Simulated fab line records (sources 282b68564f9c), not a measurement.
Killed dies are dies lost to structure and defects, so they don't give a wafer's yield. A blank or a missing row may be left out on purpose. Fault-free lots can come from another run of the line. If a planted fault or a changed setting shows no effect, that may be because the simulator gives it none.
fab line records :: flow rit-cmos
record
  lots=14
  wafers=42
  last-day=7
route steps=202 shown ACTIVE@4 M1@202
lots with no fault: from the same line, run without faults
start-h: start of the lot's first displayed wafer, in hours after the record's first day :: wait-h: hours since the lot's step before :: " as in the row above :: L1.1+2: a single row standing in for several wafers :: - value missing, or start not given :: * or withheld: withheld :: < > ~ a bound
route shown NAME@n: NAME is a module with steps in the file, n the number in the route of the first one :: usual: the fault-free wafers' mean and standard deviation :: same: alike in all rows :: chamber/n: place in a boat :: sites: per-site readings :: _std_site: how widely they spread, as a standard deviation :: _edge_site: the outer-site mean with the inner-site mean subtracted :: radius-mm: how far each site lies from the wafer's centre :: mask NAME#n: copy n :: behind: the most recent tool/chamber to have shaped the wafer :: hold: why the lot went on hold/how many hours it stayed there/how the hold came to an end :: device: transistor that didn't switch, given as n, p or np :: end of line: the route-end tests of the same wafers :: a step with no rows: only its recipe :: killed: not the wafer's yield, but the dies lost to structure and defects at the first sort :: map: dies across one wafer; x = killed, . = not, _ = none there
set.NAME: the run value of the setting; set.NAME@STEP: its run value at that earlier step :: model.NAME: the simulator's own value behind a step, which no gauge read
the route's steps for a sample of lots (tables are steps, rows are wafers)
services: when a tool's chamber went out of use (start-h, in hours from the record's first day, below 0 if earlier), for how many hours, and the reason
## steps
# step RIT_ACTIVE_CVD_03
# recipe
  material=Si3N4
  target-thk-nm=150
  temp-c=810
  precursor=SiH2Cl2/NH3
  time-s=1500
  pressure-mtorr=300
  sih2cl2-flow-sccm=60
  nh3-flow-sccm=150
lot.wafer: L668.2+5+6
tool: lpcvd-01
chamber: 1
start-h: 12.11
wait-h: 0.0

lot.wafer: L670.2+3+6
tool: lpcvd-02
chamber: 1
start-h: 22.11
wait-h: 0.0

lot.wafer: L671.2+4+5
tool: lpcvd-01
chamber: 0
start-h: 27.11
wait-h: 0.0

lot.wafer: L673.2+5+6
tool: lpcvd-01
chamber: 1
start-h: 38.27
wait-h: 0.0

lot.wafer: L674.1+3+5
tool: lpcvd-01
chamber: 1
start-h: 42.42
wait-h: 0.1

lot.wafer: L675.1+2+6
tool: lpcvd-01
chamber: 0
start-h: 48.30
wait-h: 0.5

lot.wafer: L683.1+5+6
tool: lpcvd-02
chamber: 1
start-h: 87.11
wait-h: 0.1

lot.wafer: L684.2+3+6
tool: lpcvd-02
chamber: 0
start-h: 92.11
wait-h: 0.0

lot.wafer: L685.1+2+6
tool: lpcvd-02
chamber: 1
start-h: 97.11
wait-h: 0.1

lot.wafer: L686.2+5+6
tool: lpcvd-02
chamber: 0
start-h: 102.11
wait-h: 0.0

lot.wafer: L688.3+5+6
tool: lpcvd-02
chamber: 1
start-h: 112.11
wait-h: 0.0

lot.wafer: L689.3+5+6
tool: lpcvd-02
chamber: 1
start-h: 117.11
wait-h: 0.0

lot.wafer: L690.1+3+4
tool: lpcvd-01
chamber: 0
start-h: 122.11
wait-h: 0.1

lot.wafer: L691.3+4+6
tool: lpcvd-02
chamber: 1
start-h: 127.11
wait-h: 0.0
# step RIT_ACTIVE_THK_MEAS_04
# recipe
  reads=Si3N4_of_ACTIVE_CVD_03
# usual
  ACTIVE_NITRIDE_THK=150.6/1.6
lot.wafer: L668.2
tool: film-metro-02
chamber: -
start-h: 13.54
wait-h: 0.0
ACTIVE_NITRIDE_THK[nm]: 153.0

lot.wafer: L668.5
tool: film-metro-02
chamber: -
start-h: 13.54
wait-h: 0.0
ACTIVE_NITRIDE_THK[nm]: 152.8

lot.wafer: L668.6
tool: film-metro-02
chamber: -
start-h: 13.54
wait-h: 0.0
ACTIVE_NITRIDE_THK[nm]: 153.2

lot.wafer: L670.2
tool: film-metro-01
chamber: -
start-h: 24.25
wait-h: 0.0
ACTIVE_NITRIDE_THK[nm]: 149.2

lot.wafer: L670.3
tool: film-metro-01
chamber: -
start-h: 24.25
wait-h: 0.0
ACTIVE_NITRIDE_THK[nm]: 150.6

lot.wafer: L670.6
tool: film-metro-01
chamber: -
start-h: 24.25
wait-h: 0.0
ACTIVE_NITRIDE_THK[nm]: 150.5

lot.wafer: L671.2
tool: film-metro-01
chamber: -
start-h: 28.54
wait-h: 0.0
ACTIVE_NITRIDE_THK[nm]: 153.4

lot.wafer: L671.4
tool: film-metro-01
chamber: -
start-h: 28.54
wait-h: 0.0
ACTIVE_NITRIDE_THK[nm]: 152.9

lot.wafer: L671.5
tool: film-metro-01
chamber: -
start-h: 28.54
wait-h: 0.0
ACTIVE_NITRIDE_THK[nm]: 153.3

lot.wafer: L673.2
tool: film-metro-03
chamber: -
start-h: 39.70
wait-h: 0.0
ACTIVE_NITRIDE_THK[nm]: 149.4

lot.wafer: L673.5
tool: film-metro-03
chamber: -
start-h: 39.70
wait-h: 0.0
ACTIVE_NITRIDE_THK[nm]: 150.0

lot.wafer: L673.6
tool: film-metro-03
chamber: -
start-h: 39.70
wait-h: 0.0
ACTIVE_NITRIDE_THK[nm]: 150.1

lot.wafer: L674.1
tool: film-metro-01
chamber: -
start-h: 43.84
wait-h: 0.0
ACTIVE_NITRIDE_THK[nm]: 126.6

lot.wafer: L674.3
tool: film-metro-01
chamber: -
start-h: 43.84
wait-h: 0.0
ACTIVE_NITRIDE_THK[nm]: 125.0

lot.wafer: L674.5
tool: film-metro-01
chamber: -
start-h: 43.84
wait-h: 0.0
ACTIVE_NITRIDE_THK[nm]: 125.8

lot.wafer: L675.1
tool: film-metro-02
chamber: -
start-h: 49.72
wait-h: 0.0
ACTIVE_NITRIDE_THK[nm]: 125.7

lot.wafer: L675.2
tool: film-metro-02
chamber: -
start-h: 49.72
wait-h: 0.0
ACTIVE_NITRIDE_THK[nm]: 124.9

lot.wafer: L675.6
tool: film-metro-02
chamber: -
start-h: 49.72
wait-h: 0.0
ACTIVE_NITRIDE_THK[nm]: 125.2

lot.wafer: L683.1
tool: film-metro-03
chamber: -
start-h: 88.53
wait-h: 0.0
ACTIVE_NITRIDE_THK[nm]: 150.9

lot.wafer: L683.5
tool: film-metro-03
chamber: -
start-h: 88.53
wait-h: 0.0
ACTIVE_NITRIDE_THK[nm]: 151.0

lot.wafer: L683.6
tool: film-metro-03
chamber: -
start-h: 88.53
wait-h: 0.0
ACTIVE_NITRIDE_THK[nm]: 150.4

lot.wafer: L684.2
tool: film-metro-03
chamber: -
start-h: 93.54
wait-h: 0.0
ACTIVE_NITRIDE_THK[nm]: 148.7

lot.wafer: L684.3
tool: film-metro-03
chamber: -
start-h: 93.54
wait-h: 0.0
ACTIVE_NITRIDE_THK[nm]: 149.7

lot.wafer: L684.6
tool: film-metro-03
chamber: -
start-h: 93.54
wait-h: 0.0
ACTIVE_NITRIDE_THK[nm]: 150.4

lot.wafer: L685.1
tool: film-metro-01
chamber: -
start-h: 98.53
wait-h: 0.0
ACTIVE_NITRIDE_THK[nm]: 150.2

lot.wafer: L685.2
tool: film-metro-01
chamber: -
start-h: 98.53
wait-h: 0.0
ACTIVE_NITRIDE_THK[nm]: 150.5

lot.wafer: L685.6
tool: film-metro-01
chamber: -
start-h: 98.53
wait-h: 0.0
ACTIVE_NITRIDE_THK[nm]: 151.6

lot.wafer: L686.2
tool: film-metro-03
chamber: -
start-h: 103.54
wait-h: 0.0
ACTIVE_NITRIDE_THK[nm]: 149.3

lot.wafer: L686.5
tool: film-metro-03
chamber: -
start-h: 103.54
wait-h: 0.0
ACTIVE_NITRIDE_THK[nm]: 150.5

lot.wafer: L686.6
tool: film-metro-03
chamber: -
start-h: 103.54
wait-h: 0.0
ACTIVE_NITRIDE_THK[nm]: 148.6

lot.wafer: L688.3
tool: film-metro-01
chamber: -
start-h: 113.55
wait-h: 0.0
ACTIVE_NITRIDE_THK[nm]: 147.8

lot.wafer: L688.5
tool: film-metro-01
chamber: -
start-h: 113.55
wait-h: 0.0
ACTIVE_NITRIDE_THK[nm]: 147.6

lot.wafer: L688.6
tool: film-metro-01
chamber: -
start-h: 113.55
wait-h: 0.0
ACTIVE_NITRIDE_THK[nm]: 147.6

lot.wafer: L689.3
tool: film-metro-03
chamber: -
start-h: 118.55
wait-h: 0.0
ACTIVE_NITRIDE_THK[nm]: 151.8

lot.wafer: L689.5
tool: film-metro-03
chamber: -
start-h: 118.55
wait-h: 0.0
ACTIVE_NITRIDE_THK[nm]: 150.5

lot.wafer: L689.6
tool: film-metro-03
chamber: -
start-h: 118.55
wait-h: 0.0
ACTIVE_NITRIDE_THK[nm]: 150.1

lot.wafer: L690.1
tool: film-metro-02
chamber: -
start-h: 123.53
wait-h: 0.0
ACTIVE_NITRIDE_THK[nm]: 150.8

lot.wafer: L690.3
tool: film-metro-02
chamber: -
start-h: 123.53
wait-h: 0.0
ACTIVE_NITRIDE_THK[nm]: 150.7

lot.wafer: L690.4
tool: film-metro-02
chamber: -
start-h: 123.53
wait-h: 0.0
ACTIVE_NITRIDE_THK[nm]: 150.5

lot.wafer: L691.3
tool: film-metro-01
chamber: -
start-h: 129.26
wait-h: 0.0
ACTIVE_NITRIDE_THK[nm]: 149.1

lot.wafer: L691.4
tool: film-metro-01
chamber: -
start-h: 129.26
wait-h: 0.0
ACTIVE_NITRIDE_THK[nm]: 150.1

lot.wafer: L691.6
tool: film-metro-01
chamber: -
start-h: 129.26
wait-h: 0.0
ACTIVE_NITRIDE_THK[nm]: 149.7
# step RIT_ACTIVE_ETCH_13
# recipe
  stop-on=SiO2
  chemistry=SF6
  target=Si3N4
  time-s=210
  over-etch-frac=0.4
  SF6_flow_sccm=200
  pressure-mtorr=260
  rf-w=125
  target-depth-a=2100
# usual
  drypump-motor-current-A=5.8/0.38
  oes-product-au=0.826/0.014
  throttle-valve-pct=7.51/0.11
lot.wafer: L668.2
tool: rie-diel-04
chamber: 0
start-h: 14.71
wait-h: 0.1
drypump-motor-current-A: 5.7
oes-product-au: 0.836
rf-hours-counter-h: 73
throttle-valve-pct: 7.50

lot.wafer: L668.5
tool: rie-diel-04
chamber: 2
start-h: 14.71
wait-h: 0.1
drypump-motor-current-A: 5.8
oes-product-au: 0.805
rf-hours-counter-h: -
throttle-valve-pct: 7.45

lot.wafer: L668.6
tool: rie-diel-04
chamber: 1
start-h: 14.71
wait-h: 0.1
drypump-motor-current-A: 6.0
oes-product-au: 0.820
rf-hours-counter-h: -
throttle-valve-pct: 7.62

lot.wafer: L670.2
tool: rie-diel-04
chamber: 1
start-h: 25.54
wait-h: 0.1
drypump-motor-current-A: 6.1
oes-product-au: 0.813
rf-hours-counter-h: 100
throttle-valve-pct: 7.61

lot.wafer: L670.3
tool: rie-diel-04
chamber: 3
start-h: 25.54
wait-h: 0.1
drypump-motor-current-A: 6.4
oes-product-au: 0.845
rf-hours-counter-h: 57
throttle-valve-pct: 7.48

lot.wafer: L670.6
tool: rie-diel-04
chamber: 0
start-h: 25.54
wait-h: 0.1
drypump-motor-current-A: 5.7
oes-product-au: 0.824
rf-hours-counter-h: -
throttle-valve-pct: 7.51

lot.wafer: L671.2
tool: rie-diel-02
chamber: 1
start-h: 29.83
wait-h: 0.1
drypump-motor-current-A: 5.4
oes-product-au: 0.830
rf-hours-counter-h: 79
throttle-valve-pct: 7.61

lot.wafer: L671.4
tool: rie-diel-02
chamber: 3
start-h: 29.83
wait-h: 0.1
drypump-motor-current-A: 5.7
oes-product-au: 0.850
rf-hours-counter-h: 156
throttle-valve-pct: 7.30

lot.wafer: L671.5
tool: rie-diel-02
chamber: 3
start-h: 29.83
wait-h: 0.1
drypump-motor-current-A: 5.7
oes-product-au: 0.845
rf-hours-counter-h: -
throttle-valve-pct: 7.27

lot.wafer: L673.2
tool: rie-diel-02
chamber: 0
start-h: 41.00
wait-h: 0.1
drypump-motor-current-A: 6.3
oes-product-au: 0.829
rf-hours-counter-h: 114
throttle-valve-pct: 7.61

lot.wafer: L673.5
tool: rie-diel-02
chamber: 0
start-h: 41.00
wait-h: 0.1
drypump-motor-current-A: 6.3
oes-product-au: 0.827
rf-hours-counter-h: -
throttle-valve-pct: 7.60

lot.wafer: L673.6
tool: rie-diel-02
chamber: 3
start-h: 41.00
wait-h: 0.1
drypump-motor-current-A: 5.7
oes-product-au: 0.831
rf-hours-counter-h: -
throttle-valve-pct: 7.28

lot.wafer: L674.1
tool: rie-diel-02
chamber: 3
start-h: 45.06
wait-h: 0.1
drypump-motor-current-A: 5.7
oes-product-au: 0.761
rf-hours-counter-h: 156
throttle-valve-pct: 7.27

lot.wafer: L674.3
tool: rie-diel-02
chamber: 2
start-h: 45.06
wait-h: 0.1
drypump-motor-current-A: 5.4
oes-product-au: 0.752
rf-hours-counter-h: 136
throttle-valve-pct: 7.44

lot.wafer: L674.5
tool: rie-diel-02
chamber: 2
start-h: 45.06
wait-h: 0.1
drypump-motor-current-A: 5.4
oes-product-au: 0.752
rf-hours-counter-h: -
throttle-valve-pct: 7.44

lot.wafer: L675.1
tool: rie-diel-04
chamber: 0
start-h: 51.02
wait-h: 0.1
drypump-motor-current-A: 5.7
oes-product-au: 0.758
rf-hours-counter-h: 74
throttle-valve-pct: 7.51

lot.wafer: L675.2
tool: rie-diel-04
chamber: 2
start-h: 51.02
wait-h: 0.1
drypump-motor-current-A: 5.8
oes-product-au: 0.728
rf-hours-counter-h: 118
throttle-valve-pct: 7.44

lot.wafer: L675.6
tool: rie-diel-04
chamber: 1
start-h: 51.02
wait-h: 0.1
drypump-motor-current-A: 6.0
oes-product-au: 0.736
rf-hours-counter-h: -
throttle-valve-pct: 7.63

lot.wafer: L683.1
tool: rie-diel-01
chamber: 3
start-h: 89.71
wait-h: 0.1
drypump-motor-current-A: 5.7
oes-product-au: 0.834
rf-hours-counter-h: 21
throttle-valve-pct: 7.58

lot.wafer: L683.5
tool: rie-diel-01
chamber: 2
start-h: 89.71
wait-h: 0.1
drypump-motor-current-A: 6.7
oes-product-au: 0.814
rf-hours-counter-h: -
throttle-valve-pct: 7.40

lot.wafer: L683.6
tool: rie-diel-01
chamber: 1
start-h: 89.71
wait-h: 0.1
drypump-motor-current-A: 5.1
oes-product-au: 0.828
rf-hours-counter-h: -
throttle-valve-pct: 7.60

lot.wafer: L684.2
tool: rie-diel-01
chamber: 0
start-h: 95.06
wait-h: 0.1
drypump-motor-current-A: 5.5
oes-product-au: 0.816
rf-hours-counter-h: 140
throttle-valve-pct: 7.72

lot.wafer: L684.3
tool: rie-diel-01
chamber: 3
start-h: 95.06
wait-h: 0.1
drypump-motor-current-A: 5.8
oes-product-au: 0.831
rf-hours-counter-h: 22
throttle-valve-pct: 7.58

lot.wafer: L684.6
tool: rie-diel-01
chamber: 0
start-h: 95.06
wait-h: 0.1
drypump-motor-current-A: 5.5
oes-product-au: 0.833
rf-hours-counter-h: -
throttle-valve-pct: 7.70

lot.wafer: L685.1
tool: rie-diel-02
chamber: 2
start-h: 99.83
wait-h: 0.1
drypump-motor-current-A: 5.3
oes-product-au: 0.827
rf-hours-counter-h: 137
throttle-valve-pct: 7.45

lot.wafer: L685.2
tool: rie-diel-02
chamber: 1
start-h: 99.83
wait-h: 0.1
drypump-motor-current-A: 5.5
oes-product-au: 0.823
rf-hours-counter-h: 81
throttle-valve-pct: 7.63

lot.wafer: L685.6
tool: rie-diel-02
chamber: 3
start-h: 99.83
wait-h: 0.1
drypump-motor-current-A: 5.7
oes-product-au: 0.844
rf-hours-counter-h: -
throttle-valve-pct: 7.29

lot.wafer: L686.2
tool: rie-diel-02
chamber: 3
start-h: 104.83
wait-h: 0.1
drypump-motor-current-A: 5.7
oes-product-au: 0.830
rf-hours-counter-h: 158
throttle-valve-pct: 7.30

lot.wafer: L686.5
tool: rie-diel-02
chamber: 3
start-h: 104.83
wait-h: 0.1
drypump-motor-current-A: 5.7
oes-product-au: 0.834
rf-hours-counter-h: -
throttle-valve-pct: 7.30

lot.wafer: L686.6
tool: rie-diel-02
chamber: 0
start-h: 104.83
wait-h: 0.1
drypump-motor-current-A: 6.3
oes-product-au: 0.825
rf-hours-counter-h: -
throttle-valve-pct: 7.62

lot.wafer: L688.3
tool: rie-diel-02
chamber: 0
start-h: 114.71
wait-h: 0.1
drypump-motor-current-A: 6.3
oes-product-au: 0.820
rf-hours-counter-h: 116
throttle-valve-pct: 7.62

lot.wafer: L688.5
tool: rie-diel-02
chamber: 1
start-h: 114.71
wait-h: 0.1
drypump-motor-current-A: 5.4
oes-product-au: 0.826
rf-hours-counter-h: -
throttle-valve-pct: 7.61

lot.wafer: L688.6
tool: rie-diel-02
chamber: 0
start-h: 114.71
wait-h: 0.1
drypump-motor-current-A: 6.3
oes-product-au: 0.817
rf-hours-counter-h: -
throttle-valve-pct: 7.61

lot.wafer: L689.3
tool: rie-diel-04
chamber: 2
start-h: 119.85
wait-h: 0.1
drypump-motor-current-A: 5.8
oes-product-au: 0.797
rf-hours-counter-h: 119
throttle-valve-pct: 7.46

lot.wafer: L689.5
tool: rie-diel-04
chamber: 3
start-h: 119.85
wait-h: 0.1
drypump-motor-current-A: 6.3
oes-product-au: 0.838
rf-hours-counter-h: -
throttle-valve-pct: 7.50

lot.wafer: L689.6
tool: rie-diel-04
chamber: 0
start-h: 119.85
wait-h: 0.1
drypump-motor-current-A: 5.7
oes-product-au: 0.825
rf-hours-counter-h: -
throttle-valve-pct: 7.52

lot.wafer: L690.1
tool: rie-diel-04
chamber: 0
start-h: 124.71
wait-h: 0.1
drypump-motor-current-A: 5.7
oes-product-au: 0.836
rf-hours-counter-h: 75
throttle-valve-pct: 7.49

lot.wafer: L690.3
tool: rie-diel-04
chamber: 2
start-h: 124.71
wait-h: 0.1
drypump-motor-current-A: 5.8
oes-product-au: 0.798
rf-hours-counter-h: 119
throttle-valve-pct: 7.45

lot.wafer: L690.4
tool: rie-diel-04
chamber: 3
start-h: 124.71
wait-h: 0.1
drypump-motor-current-A: 6.4
oes-product-au: 0.838
rf-hours-counter-h: 59
throttle-valve-pct: 7.49

lot.wafer: L691.3
tool: rie-diel-02
chamber: 0
start-h: 130.54
wait-h: 0.1
drypump-motor-current-A: 6.3
oes-product-au: 0.823
rf-hours-counter-h: 116
throttle-valve-pct: 7.63

lot.wafer: L691.4
tool: rie-diel-02
chamber: 0
start-h: 130.54
wait-h: 0.1
drypump-motor-current-A: 6.3
oes-product-au: 0.819
rf-hours-counter-h: -
throttle-valve-pct: 7.61

lot.wafer: L691.6
tool: rie-diel-02
chamber: 2
start-h: 130.54
wait-h: 0.1
drypump-motor-current-A: 5.4
oes-product-au: 0.821
rf-hours-counter-h: -
throttle-valve-pct: 7.45
# step RIT_M1_PROBE_99
# usual
  killed-at-contacts=0.1/0.32
  killed-at-front-end=6.7/2.9
  killed-dies=6.8/2.9
  killed-open=3.3/1.7
  killed-short=3.4/2.1
# same
  gross-dies=264
  killed_at_M0_to_M3=0
  killed_at_M4_up=0
  killed-at-back-side=0
  killed-at-other=0
lot.wafer: L683.1
tool: prober-01
chamber: -
start-h: 131.40
wait-h: 0.1
killed-at-contacts: 0
killed-at-front-end: 3
killed-dies: 3
killed-open: 3
killed-short: 0

lot.wafer: L683.5
tool: prober-01
chamber: -
start-h: 131.60
wait-h: 0.2
killed-at-contacts: 1
killed-at-front-end: 7
killed-dies: 8
killed-open: 5
killed-short: 3

lot.wafer: L683.6
tool: prober-01
chamber: -
start-h: 131.65
wait-h: 0.2
killed-at-contacts: 0
killed-at-front-end: 6
killed-dies: 6
killed-open: 3
killed-short: 3

lot.wafer: L686.2
tool: prober-02
chamber: -
start-h: 150.71
wait-h: 0.1
killed-at-contacts: 1
killed-at-front-end: 8
killed-dies: 9
killed-open: 2
killed-short: 7

lot.wafer: L686.5
tool: prober-02
chamber: -
start-h: 150.86
wait-h: 0.2
killed-at-contacts: 0
killed-at-front-end: 4
killed-dies: 4
killed-open: 2
killed-short: 2

lot.wafer: L686.6
tool: prober-02
chamber: -
start-h: 150.91
wait-h: 0.2
killed-at-contacts: 0
killed-at-front-end: 8
killed-dies: 8
killed-open: 5
killed-short: 3
# killed by level:class
L683.1 FOX2:geometric-particle:open=1 GATE:geometric-particle:open=1 SILICIDE:geometric-particle:open=1
L683.5 GATE:geometric-particle:open=2 REOX:geometric-particle:short=2 FOX1:geometric-particle:open=1 GATE:geometric-particle:short=1 SILICIDE:geometric-particle:open=1 CONTACT:geometric-particle:open=1
L683.6 REOX:geometric-particle:short=2 SPACER:geometric-particle:open=2 FOX1:geometric-particle:open=1 SPACER:geometric-particle:short=1
L686.2 GATE:geometric-particle:short=2 SILICIDE:geometric-particle:short=2 SILICIDE:geometric-particle:open=2 FOX2:geometric-particle:short=1 SPACER:geometric-particle:short=1 CONTACT:geometric-particle:short=1
L686.5 REOX:geometric-particle:short=2 GATE:geometric-particle:open=1 SPACER:geometric-particle:open=1
L686.6 GATE:geometric-particle:open=3 FOX1:geometric-particle:open=1 FOX2:geometric-particle:short=1 REOX:geometric-particle:open=1 REOX:geometric-particle:short=1 SPACER:geometric-particle:short=1
## services
tool: rie-diel-02
chamber: 0
start-h: 33.71
hours: 3.5
kind: repair

tool: rie-diel-04
chamber: -
start-h: 38.04
hours: 3.3
kind: repair

tool: rie-diel-04
chamber: 0
start-h: 38.49
hours: 7.7
kind: repair

tool: rie-diel-01
chamber: 1
start-h: 38.91
hours: 4.2
kind: repair

tool: rie-diel-04
chamber: -
start-h: 61.42
hours: 0.1
kind: repair

tool: rie-diel-02
chamber: 3
start-h: 106.31
hours: 6.2
kind: repair

tool: rie-diel-04
chamber: -
start-h: 107.91
hours: 2.8
kind: pm

tool: rie-diel-02
chamber: 3
start-h: 112.75
hours: -
kind: clean

tool: rie-diel-02
chamber: 3
start-h: 112.75
hours: 23.8
kind: scheduled-down

tool: rie-diel-02
chamber: 3
start-h: 112.75
hours: 23.8
kind: vent-cycle
## key
first-sign
  step=RIT_ACTIVE_THK_MEAS_04
  reading=ACTIVE_NITRIDE_THK
  direction=down
  sigmas=16
  usual=150.6
  struck=125.5
effect
  step=RIT_ACTIVE_ETCH_13
  reading=oes-product-au
  direction=down
  sigmas=5.7
  usual=0.826
  struck=0.748
met-at RIT_ACTIVE_CVD_03
struck-lots L674,L675
tester-left-out L674,L675
onset-between 38.27 42.42
fault
  kind=process-parameter-drift
  tool=lpcvd-01
  chamber=-
  onset-h=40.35
  steps=RIT_ACTIVE_CVD_03
  channel=target-thk-nm
  offset=-27.033
  shape=step
  end-h=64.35
  acts-in=these-recipes-only
  stated=150
# tester-left-out: of these lots the tester's yield and bins aren't shown, on N5 and GAA mostly nor the transistor test; their killed dies are dies lost to structure and defects alone, not to doping, threshold or leakage, so they don't give the yield
